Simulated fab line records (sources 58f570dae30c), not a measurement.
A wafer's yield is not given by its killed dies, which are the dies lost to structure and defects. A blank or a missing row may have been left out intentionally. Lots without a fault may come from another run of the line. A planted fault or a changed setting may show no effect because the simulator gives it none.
Matching of chambers ; flow berkeley_cmos170 ; UCB170_V1_CVD_00 on pecvd-02 has 3 sister chambers
The step deposits SiO2 from TEOS/O2, target thk 2000 nm, time 250 s. 6 wafers are shown with their chamber, then 7 later ones without.

WAFERS PAIRED WITH THEIR CHAMBERS
wafer;chamber;heater_power_w (W);susceptor_temp_C (C)
L922.3;2;308;390.14
L927.1;0;164;389.94
L927.3;1;267;389.99
L927.6;0;219;390.41
L929.1;2;324;390.02
L929.2;1;228;389.94

WAFERS MISSING THEIR CHAMBER
wafer;heater_power_w (W);susceptor_temp_C (C)
L929.5;239;390.13
L930.2;252;390.09
L930.3;228;389.80
L930.5;163;390.13
L933.3;301;389.62
L933.4;166;389.53
L933.6;230;389.88

WHICH CHAMBER EACH WENT THROUGH
wafer;from the rows above;in truth
L929.5;can't be placed: 1 or 0 or 2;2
L930.2;can't be placed: 1 or 0 or 2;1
L930.3;can't be placed: 1 or 0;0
L930.5;0;0
L933.3;can't be placed: 2 or 1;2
L933.4;can't be placed: 0 or 1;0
L933.6;can't be placed: 1 or 0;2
Correct placement for 1 of the 7. Not placeable from these rows: 6 (in 5, the candidates include the true chamber). 0 placed wrongly.
How it was worked out, from the rows above alone: a wafer's distance from a chamber is the root of the sum, over the readings, of the square of ((its reading less the chamber's mean) divided by the reading's scatter). If the next closest chamber is less than 2 further off than the closest, the wafer can't be placed; otherwise it belongs to the closest. For every chamber, the mean is computed from those of its wafers that are shown. The scatter: take each reading less its chamber's mean, square it, sum over the shown wafers, divide by the number of wafers less the number of chambers, and take the root.
